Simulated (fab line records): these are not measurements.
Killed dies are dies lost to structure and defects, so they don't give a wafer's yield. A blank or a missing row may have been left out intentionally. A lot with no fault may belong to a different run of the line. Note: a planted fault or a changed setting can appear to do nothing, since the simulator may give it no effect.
fab line records	flow rit-cmos
record: lots: 13	wafers: 39	last-day: 7
route steps=202 shown M1@184
lots untouched by any fault: they come from a run of this same line in which no faults occurred
start-h: the number of hours between the record's first day and the start of the first shown wafer of the lot	wait-h: hours from the lot's prior step to this one	" repeats the value in the row above	L1.1+2: one row covering several wafers at once	- either no value or no given start	* or withheld: withheld	< > ~ a bound
route shown NAME@n: a module of which the file shows steps, and the number in the route of the first	usual: mean and standard deviation over wafers with no fault	same: alike in all rows	chamber/n: place in a boat	sites: the reading at each site	_std_site: standard deviation across them	_edge_site: mean of outer sites minus mean of inner sites	radius-mm: for every site, how far away it sits from the centre of the wafer	mask NAME#n: copy n	behind: the tool/chamber that last shaped the wafer	hold: the reason the lot was held/the length of the hold in hours/how it ended	device: which transistor (n, p or np) failed to switch	end of line: the route-end tests of the same wafers	for a step that has no rows: nothing shown but its recipe	killed: count of dies lost to structure and defects at first sort (not the wafer's yield)	map: a wafer's dies, marking killed ones x, the rest . and places with no die _
set.NAME: the run value of the setting; set.NAME@STEP: its run value at that earlier step	model.NAME: the simulator's own value behind a step, which no gauge read
steps of the route over a sample of lots; a table a step, a row a wafer
services: the hour from which a tool's chamber was out of use, counted from the record's first day as start-h (under 0 if before that day), plus the number of hours and why
== steps ==
step: RIT_M1_SPUTTER_00
recipe: material: Al	target-thk-nm: 400	power-w: 2000	chamber-pressure-pa: 0.4	gas: Ar	time-s: 500	substrate-temp-c: 25
usual: throttle-valve-pct: 29.9/0.89
lot.wafer	tool	chamber	start-h	wait-h	throttle-valve-pct
L376.1	pvd-sputter-04	-	57.23	0.0	31.5
L376.3	"	-	"	"	29.5
L376.6	"	-	"	"	31.2
L377.1	pvd-sputter-01	-	59.89	0.0	29.1
L377.3	"	-	"	"	31.3
L377.6	"	-	"	"	28.5
L378.1	pvd-sputter-04	-	69.03	0.0	30.0
L378.5	"	-	"	"	30.1
L378.6	"	-	"	"	31.1
L379.1	pvd-sputter-01	-	71.97	0.0	28.7
L379.3	"	-	"	"	30.2
L379.4	"	-	"	"	28.9
L380.1	pvd-sputter-04	-	75.77	0.0	31.2
L380.4	"	-	"	"	29.9
L380.5	"	-	"	"	29.1
L381.1	pvd-sputter-01	-	80.07	0.0	28.5
L381.4	"	-	"	"	30.4
L381.5	"	-	"	"	30.7
L382.1	pvd-sputter-04	-	84.73	0.0	29.6
L382.5	"	-	"	"	29.5
L382.6	"	-	"	"	30.3
L386.2	pvd-sputter-04	-	107.96	0.0	31.4
L386.3	"	-	"	"	29.4
L386.6	"	-	"	"	31.3
L388.1	pvd-sputter-04	-	117.67	0.0	29.7
L388.4	"	-	"	"	31.0
L388.6	"	-	"	"	29.7
L393.1	pvd-sputter-02	-	139.90	0.0	29.2
L393.2	"	-	"	"	30.5
L393.5	"	-	"	"	31.3
L395.4	pvd-sputter-01	-	150.43	0.0	28.4
L395.5	"	-	"	"	28.6
L395.6	"	-	"	"	30.4
L397.1	pvd-sputter-01	-	159.67	0.0	28.6
L397.4	"	-	"	"	30.5
L397.6	"	-	"	"	30.0
L399.2	pvd-sputter-02	-	174.42	0.0	29.2
L399.3	"	-	"	"	30.7
L399.6	"	-	"	"	29.9
step: RIT_M1_RS_MEAS_01
recipe: thk-meas-gauge: four-point-probe	reads: Al_of_M1_SPUTTER_00
usual: M1_AL_RS: 0.0729/0.00083
lot.wafer	tool	chamber	start-h	wait-h	M1_AL_RS[ohm/sq]
L376.1	film-metro-02	-	57.52	0.1	0.0737
L376.3	"	-	"	"	0.0724
L376.6	"	-	"	"	0.0728
L377.1	film-metro-02	-	60.18	0.1	0.0734
L377.3	"	-	"	"	0.0729
L377.6	"	-	"	"	0.0734
L378.1	film-metro-01	-	69.32	0.1	0.0731
L378.5	"	-	"	"	0.0729
L378.6	"	-	"	"	0.0733
L379.1	film-metro-02	-	72.26	0.1	0.0739
L379.3	"	-	"	"	0.0742
L379.4	"	-	"	"	0.0736
L380.1	film-metro-01	-	76.07	0.1	0.0736
L380.4	"	-	"	"	0.0725
L380.5	"	-	"	"	0.0723
L381.1	film-metro-04	-	80.37	0.1	0.0738
L381.4	"	-	"	"	0.0740
L381.5	"	-	"	"	0.0738
L382.1	film-metro-01	-	85.03	0.1	0.0715
L382.5	"	-	"	"	0.0723
L382.6	"	-	"	"	0.0738
L386.2	film-metro-02	-	108.27	0.2	0.0568
L386.3	"	-	"	"	0.0558
L386.6	"	-	"	"	0.0566
L388.1	film-metro-02	-	117.97	0.1	0.0555
L388.4	"	-	"	"	0.0564
L388.6	"	-	"	"	0.0556
L393.1	film-metro-02	-	140.20	0.1	0.0724
L393.2	"	-	"	"	0.0717
L393.5	"	-	"	"	0.0717
L395.4	film-metro-01	-	150.79	0.2	0.0737
L395.5	"	-	"	"	0.0739
L395.6	"	-	"	"	0.0732
L397.1	film-metro-02	-	159.96	0.1	0.0739
L397.4	"	-	"	"	0.0738
L397.6	"	-	"	"	0.0739
L399.2	film-metro-02	-	174.73	0.2	0.0746
L399.3	"	-	"	"	0.0726
L399.6	"	-	"	"	0.0735
step: RIT_M1_THK_MEAS_02
recipe: thk-meas-gauge: xrf	reads: Al_of_M1_SPUTTER_00
usual: M1_AL_THK: 401/6
lot.wafer	tool	chamber	start-h	wait-h	M1_AL_THK[nm]
L376.1	film-metro-02	-	57.64	0.1	399
L376.3	"	-	"	"	405
L376.6	"	-	"	"	405
L377.1	film-metro-02	-	60.30	0.1	401
L377.3	"	-	"	"	401
L377.6	"	-	"	"	399
L378.1	film-metro-01	-	69.44	0.1	395
L378.5	"	-	"	"	396
L378.6	"	-	"	"	390
L379.1	film-metro-02	-	72.38	0.1	400
L379.3	"	-	"	"	399
L379.4	"	-	"	"	401
L380.1	film-metro-01	-	76.19	0.1	393
L380.4	"	-	"	"	399
L380.5	"	-	"	"	399
L381.1	film-metro-04	-	80.49	0.1	395
L381.4	"	-	"	"	394
L381.5	"	-	"	"	394
L382.1	film-metro-01	-	85.15	0.1	402
L382.5	"	-	"	"	400
L382.6	"	-	"	"	391
L386.2	film-metro-02	-	108.38	0.1	514
L386.3	"	-	"	"	524
L386.6	"	-	"	"	515
L388.1	film-metro-02	-	118.09	0.1	528
L388.4	"	-	"	"	520
L388.6	"	-	"	"	525
L393.1	film-metro-02	-	140.32	0.1	408
L393.2	"	-	"	"	413
L393.5	"	-	"	"	411
L395.4	film-metro-01	-	150.88	0.1	395
L395.5	"	-	"	"	392
L395.6	"	-	"	"	398
L397.1	film-metro-02	-	160.08	0.1	399
L397.4	"	-	"	"	398
L397.6	"	-	"	"	398
L399.2	film-metro-02	-	174.84	0.1	395
L399.3	"	-	"	"	404
L399.6	"	-	"	"	400
step: RIT_M1_METAL_ETCH_12
recipe: stop-on: SiO2	chemistry: Cl2/BCl3	target: Al	time-s: 165	over-etch-frac: 0.5	pressure-mtorr: 100	target-depth-a: 6000	rf-w: 250	Cl2_flow_sccm: 60	bcl3-flow-sccm: 50
usual: bcl3-flow-sccm: 49.99/0.15	drypump-motor-current-A: 5.9/0.57	oes-product-au: 0.787/0.01	throttle-valve-pct: 8.33/0.088
lot.wafer	tool	chamber	start-h	wait-h	bcl3-flow-sccm	drypump-motor-current-A	oes-product-au	rf-hours-counter-h	throttle-valve-pct
L376.1	rie-metal-03	0	59.27	0.2	49.89	6.6	0.788	38	8.38
L376.3	"	1	"	"	50.26	4.9	0.788	-	8.25
L376.6	"	1	"	"	50.23	4.9	0.800	-	8.28
L377.1	rie-metal-04	1	61.65	0.2	49.64	6.6	0.785	4	8.32
L377.3	"	0	"	"	50.07	6.0	0.780	-	8.50
L377.6	"	1	"	"	49.84	6.5	0.775	-	8.32
L378.1	rie-metal-02	1	71.06	0.2	50.01	5.7	0.798	3	8.25
L378.5	"	1	"	"	49.97	5.7	0.791	-	8.26
L378.6	"	1	"	"	49.98	5.7	0.790	-	8.26
L379.1	rie-metal-03	1	73.78	0.2	50.02	4.9	0.771	34	8.26
L379.3	"	0	"	"	50.25	6.6	0.788	-	8.37
L379.4	"	1	"	"	49.89	4.9	0.781	-	8.27
L380.1	rie-metal-04	1	77.54	0.2	49.99	6.5	0.773	4	8.32
L380.4	"	1	"	"	49.94	6.5	0.789	-	8.30
L380.5	"	0	"	"	50.03	6.0	0.790	-	8.51
L381.1	rie-metal-02	1	81.83	0.2	49.72	5.7	0.794	3	8.25
L381.4	"	1	"	"	49.81	5.7	0.792	-	8.27
L381.5	"	1	"	"	50.06	5.7	0.791	-	8.25
L382.1	rie-metal-03	1	86.74	0.2	49.83	4.9	0.800	35	8.25
L382.5	"	1	"	"	50.18	4.9	0.793	-	8.25
L382.6	"	0	"	"	50.04	6.6	0.791	-	8.38
L386.2	rie-metal-04	1	109.84	0.2	50.34	6.5	0.907	4	8.29
L386.3	"	0	"	"	49.78	5.9	0.906	-	8.47
L386.6	"	0	"	"	49.95	5.9	0.906	-	8.50
L388.1	rie-metal-03	0	119.56	0.2	50.01	6.5	0.936	38	8.36
L388.4	"	1	"	"	50.05	4.9	0.919	-	8.23
L388.6	"	1	"	"	50.02	4.9	0.928	-	8.25
L393.1	rie-metal-02	1	141.66	0.2	50.28	5.7	0.802	4	8.27
L393.2	"	1	"	"	50.01	5.7	0.800	-	8.25
L393.5	"	1	"	"	50.20	5.7	0.809	-	8.25
L395.4	rie-metal-02	1	152.37	0.1	50.12	5.7	0.786	-	8.25
L395.5	"	0	"	"	50.13	5.6	0.759	-	8.37
L395.6	"	1	"	"	50.34	5.7	0.784	-	8.26
L397.1	rie-metal-04	0	161.55	0.2	49.95	6.0	0.772	5	8.49
L397.4	"	1	"	"	50.14	6.5	0.774	-	8.32
L397.6	"	1	"	"	49.72	6.5	0.776	-	8.30
L399.2	rie-metal-03	0	176.32	0.2	49.97	6.6	0.776	0	8.38
L399.3	"	0	"	"	50.19	6.6	0.778	-	8.38
L399.6	"	1	"	"	49.97	4.9	0.762	-	8.28
step: RIT_M1_PROBE_99
usual: defect-limited-yield: 97.4/1.2	killed-at-contacts: 0.1/0.32	killed-at-front-end: 7/3	killed-dies: 7/3.1	killed-open: 3.3/1.8	killed-short: 3.6/2
same: gross-dies: 264	killed_at_M0_to_M3: 0	killed_at_M4_up: 0	killed-at-back-side: 0	killed-at-other: 0
lot.wafer	tool	chamber	start-h	wait-h	defect-limited-yield[%]	killed-at-contacts	killed-at-front-end	killed-dies	killed-open	killed-short
L376.1	prober-01	-	61.54	0.1	98.5	0	4	4	3	1
L376.3	prober-01	-	61.64	0.2	96.2	1	9	10	6	4
L376.6	prober-01	-	61.79	0.2	95.5	0	12	12	4	8
L377.1	prober-02	-	63.92	0.1	98.5	0	4	4	3	1
L377.3	prober-02	-	64.02	0.2	96.2	0	10	10	3	7
L377.6	prober-02	-	64.17	0.2	96.2	0	10	10	5	5
L378.1	prober-01	-	73.47	0.1	97.3	0	7	7	4	3
L378.5	prober-01	-	73.67	0.2	95.5	0	12	12	6	6
L378.6	prober-01	-	73.72	0.2	96.6	0	9	9	5	4
L379.1	prober-02	-	76.03	0.1	97.0	0	8	8	5	3
L379.3	prober-02	-	76.13	0.2	95.8	0	11	11	5	6
L379.4	prober-02	-	76.18	0.2	96.2	0	10	10	6	4
L380.1	prober-01	-	79.79	0.1	96.2	0	10	10	3	7
L380.4	prober-01	-	79.94	0.2	95.1	0	13	13	6	7
L380.5	prober-01	-	79.99	0.2	97.0	0	8	8	6	2
L381.1	prober-02	-	84.45	0.1	98.1	0	5	5	2	3
L381.4	prober-02	-	84.60	0.2	99.6	1	0	1	0	1
L381.5	prober-02	-	84.65	0.2	97.3	0	7	7	5	2
L382.1	prober-01	-	88.99	0.1	97.7	0	6	6	1	5
L382.5	prober-01	-	89.19	0.2	99.2	0	2	2	0	2
L382.6	prober-01	-	89.24	0.2	98.9	0	3	3	1	2
L386.2	prober-01	-	112.32	0.1	97.3	0	7	7	2	5
L386.3	prober-01	-	112.37	0.2	97.0	0	8	8	5	3
L386.6	prober-01	-	112.52	0.2	97.3	0	7	7	2	5
L388.1	prober-01	-	121.81	0.1	98.5	0	4	4	2	2
L388.4	prober-01	-	121.96	0.2	94.7	0	14	14	9	5
L388.6	prober-01	-	122.06	0.2	96.6	0	9	9	5	4
L393.1	prober-02	-	144.08	0.1	95.5	0	12	12	6	6
L393.2	prober-02	-	144.13	0.1	96.2	0	10	10	6	4
L393.5	prober-02	-	144.28	0.2	95.8	0	11	11	5	6
L395.4	prober-02	-	154.74	0.2	98.1	0	5	5	2	3
L395.5	prober-02	-	154.79	0.2	98.5	0	4	4	1	3
L395.6	prober-02	-	154.84	0.2	97.3	0	7	7	3	4
L397.1	prober-02	-	163.87	0.1	97.3	2	5	7	3	3
L397.4	prober-02	-	164.02	0.2	97.0	0	8	8	3	5
L397.6	prober-02	-	164.12	0.2	97.0	0	8	8	3	5
L399.2	prober-02	-	178.62	0.1	97.3	0	7	7	2	5
L399.3	prober-02	-	178.67	0.2	96.2	0	10	10	5	5
L399.6	prober-02	-	178.82	0.2	95.5	0	12	12	5	7
killed by level:class
L376.1 SPACER:geometric-particle:open=2 GATE:geometric-particle:open=1 SPACER:geometric-particle:short=1
L376.3 FOX1:geometric-particle:open=2 SILICIDE:geometric-particle:open=2 GATE:geometric-particle:short=2 FOX1:geometric-particle:short=1 REOX:geometric-particle:short=1 SPACER:geometric-particle:open=1 CONTACT:geometric-particle:open=1
L376.6 GATE:geometric-particle:short=5 FOX1:geometric-particle:short=2 FOX2:geometric-particle:short=1 FOX2:geometric-particle:open=1 GATE:geometric-particle:open=1 REOX:geometric-particle:open=1 SPACER:geometric-particle:open=1
L377.1 SPACER:geometric-particle:open=2 FOX1:geometric-particle:open=1 SPACER:geometric-particle:short=1
L377.3 GATE:geometric-particle:short=3 SPACER:geometric-particle:short=2 FOX1:geometric-particle:open=1 FOX1:geometric-particle:short=1 GATE:geometric-particle:open=1 REOX:geometric-particle:short=1 SILICIDE:geometric-particle:open=1
L377.6 GATE:geometric-particle:short=3 FOX1:geometric-particle:open=2 GATE:geometric-particle:open=1 REOX:geometric-particle:short=1 SPACER:geometric-particle:open=1 SILICIDE:geometric-particle:open=1 SILICIDE:geometric-particle:short=1
L378.1 FOX1:geometric-particle:open=1 FOX2:geometric-particle:open=1 GATE:geometric-particle:short=1 REOX:geometric-particle:short=1 REOX:geometric-particle:open=1 SPACER:geometric-particle:open=1 SILICIDE:geometric-particle:short=1
L378.5 SPACER:geometric-particle:open=3 GATE:geometric-particle:open=2 SPACER:geometric-particle:short=2 FOX1:geometric-particle:short=1 GATE:geometric-particle:short=1 REOX:geometric-particle:short=1 SILICIDE:geometric-particle:open=1 SILICIDE:geometric-particle:short=1
L378.6 GATE:geometric-particle:open=4 REOX:geometric-particle:short=3 SPACER:geometric-particle:open=1 SPACER:geometric-particle:short=1
L379.1 FOX1:geometric-particle:open=3 SILICIDE:geometric-particle:open=2 GATE:geometric-particle:short=1 SPACER:geometric-particle:short=1 SILICIDE:geometric-particle:short=1
L379.3 GATE:geometric-particle:short=3 FOX1:geometric-particle:open=2 FOX1:geometric-particle:short=1 GATE:geometric-particle:open=1 REOX:geometric-particle:short=1 SPACER:geometric-particle:open=1 SILICIDE:geometric-particle:short=1 SILICIDE:geometric-particle:open=1
L379.4 GATE:geometric-particle:open=4 FOX1:geometric-particle:short=2 REOX:geometric-particle:short=2 FOX1:geometric-particle:open=1 REOX:geometric-particle:open=1
L380.1 GATE:geometric-particle:open=2 GATE:geometric-particle:short=2 REOX:geometric-particle:short=2 FOX2:geometric-particle:short=1 REOX:geometric-particle:open=1 SPACER:geometric-particle:short=1 SILICIDE:geometric-particle:short=1
L380.4 GATE:geometric-particle:open=4 FOX2:geometric-particle:short=3 GATE:geometric-particle:short=3 FOX1:geometric-particle:open=1 FOX2:geometric-particle:open=1 SPACER:geometric-particle:short=1
L380.5 FOX1:geometric-particle:open=3 REOX:geometric-particle:open=2 FOX2:geometric-particle:open=1 FOX2:geometric-particle:short=1 SPACER:geometric-particle:short=1
L381.1 FOX1:geometric-particle:short=1 REOX:geometric-particle:open=1 REOX:geometric-particle:short=1 SPACER:geometric-particle:open=1 SPACER:geometric-particle:short=1
L381.4 CONTACT:geometric-particle:short=1
L381.5 GATE:geometric-particle:open=3 FOX1:geometric-particle:open=1 FOX1:geometric-particle:short=1 GATE:geometric-particle:short=1 REOX:geometric-particle:open=1
L382.1 GATE:geometric-particle:short=5 GATE:geometric-particle:open=1
L382.5 GATE:geometric-particle:short=2
L382.6 FOX1:geometric-particle:short=1 GATE:geometric-particle:short=1 REOX:geometric-particle:open=1
L386.2 REOX:geometric-particle:short=3 GATE:geometric-particle:short=1 GATE:geometric-particle:open=1 REOX:geometric-particle:open=1 SILICIDE:geometric-particle:short=1
L386.3 GATE:geometric-particle:open=3 REOX:geometric-particle:short=2 FOX1:geometric-particle:open=1 GATE:geometric-particle:short=1 REOX:geometric-particle:open=1
L386.6 GATE:geometric-particle:short=3 FOX1:geometric-particle:short=1 SPACER:geometric-particle:short=1 SPACER:geometric-particle:open=1 SILICIDE:geometric-particle:open=1
L388.1 FOX1:geometric-particle:short=1 FOX1:geometric-particle:open=1 GATE:geometric-particle:short=1 GATE:geometric-particle:open=1
L388.4 SILICIDE:geometric-particle:open=5 GATE:geometric-particle:open=2 SILICIDE:geometric-particle:short=2 FOX1:geometric-particle:short=1 REOX:geometric-particle:open=1 REOX:geometric-particle:short=1 SPACER:geometric-particle:open=1 SPACER:geometric-particle:short=1
L388.6 FOX2:geometric-particle:open=2 GATE:geometric-particle:open=2 FOX1:geometric-particle:short=1 GATE:geometric-particle:short=1 REOX:geometric-particle:open=1 REOX:geometric-particle:short=1 SPACER:geometric-particle:short=1
L393.1 SILICIDE:geometric-particle:open=3 FOX1:geometric-particle:short=2 FOX2:geometric-particle:short=2 SILICIDE:geometric-particle:short=2 SPACER:geometric-particle:open=1 FOX1:geometric-particle:open=1 FOX2:geometric-particle:open=1
L393.2 SPACER:geometric-particle:open=3 GATE:geometric-particle:short=2 SILICIDE:geometric-particle:short=2 FOX2:geometric-particle:open=1 GATE:geometric-particle:open=1 REOX:geometric-particle:open=1
L393.5 FOX1:geometric-particle:short=2 GATE:geometric-particle:open=2 SPACER:geometric-particle:open=2 FOX2:geometric-particle:open=1 GATE:geometric-particle:short=1 REOX:geometric-particle:short=1 SPACER:geometric-particle:short=1 SILICIDE:geometric-particle:short=1
L395.4 GATE:geometric-particle:short=3 FOX1:geometric-particle:open=1 REOX:geometric-particle:open=1
L395.5 FOX1:geometric-particle:short=1 GATE:geometric-particle:short=1 GATE:geometric-particle:open=1 SILICIDE:geometric-particle:short=1
L395.6 GATE:geometric-particle:short=2 FOX1:geometric-particle:short=1 FOX1:geometric-particle:open=1 GATE:geometric-particle:open=1 REOX:geometric-particle:open=1 SPACER:geometric-particle:short=1
L397.1 GATE:geometric-particle:open=2 FOX1:geometric-particle:short=1 SPACER:geometric-particle:open=1 SILICIDE:geometric-particle:short=1 CONTACT:geometric-particle:short=1 CONTACT:coat-microbubble-printed=1
L397.4 GATE:geometric-particle:short=3 FOX1:geometric-particle:short=2 FOX1:geometric-particle:open=1 GATE:geometric-particle:open=1 REOX:geometric-particle:open=1
L397.6 GATE:geometric-particle:short=3 FOX1:geometric-particle:short=1 GATE:geometric-particle:open=1 REOX:geometric-particle:open=1 SPACER:geometric-particle:short=1 SILICIDE:geometric-particle:open=1
L399.2 GATE:geometric-particle:short=4 SPACER:geometric-particle:open=1 SILICIDE:geometric-particle:short=1 SILICIDE:geometric-particle:open=1
L399.3 GATE:geometric-particle:open=4 FOX1:geometric-particle:short=2 GATE:geometric-particle:short=2 REOX:geometric-particle:short=1 REOX:geometric-particle:open=1
L399.6 FOX1:geometric-particle:short=4 GATE:geometric-particle:open=2 FOX1:geometric-particle:open=1 FOX2:geometric-particle:short=1 GATE:geometric-particle:short=1 REOX:geometric-particle:open=1 SPACER:geometric-particle:short=1 SILICIDE:geometric-particle:open=1
== services ==
tool	chamber	start-h	hours	kind
rie-metal-02	0	46.48	102.1	repair
pvd-sputter-02	-	69.07	2.4	repair
pvd-sputter-02	-	94.72	1.7	repair
rie-metal-03	-	136.12	20.0	pm
rie-metal-03	0	136.12	20.0	vent-cycle
rie-metal-03	1	136.12	20.0	vent-cycle
rie-metal-03	0	156.12	-	clean
rie-metal-03	1	156.12	-	clean
== key ==
first-sign: step: RIT_M1_RS_MEAS_01	reading: M1_AL_RS	direction: down	sigmas: 20	usual: 0.0729	struck: 0.0561
effect: step: RIT_M1_THK_MEAS_02	reading: M1_AL_THK	direction: up	sigmas: 20	usual: 401	struck: 521
effect: step: RIT_M1_METAL_ETCH_12	reading: oes-product-au	direction: up	sigmas: 13	usual: 0.787	struck: 0.917
met-at RIT_M1_SPUTTER_00
struck-lots L386,L388
onset-between 84.73 107.96
fault: kind: process-parameter-drift	tool: pvd-sputter-04	chamber: -	onset-h: 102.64	steps: RIT_M1_SPUTTER_00	channel: target-thk-nm	offset: 113.77	shape: step	end-h: 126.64	stated: 400
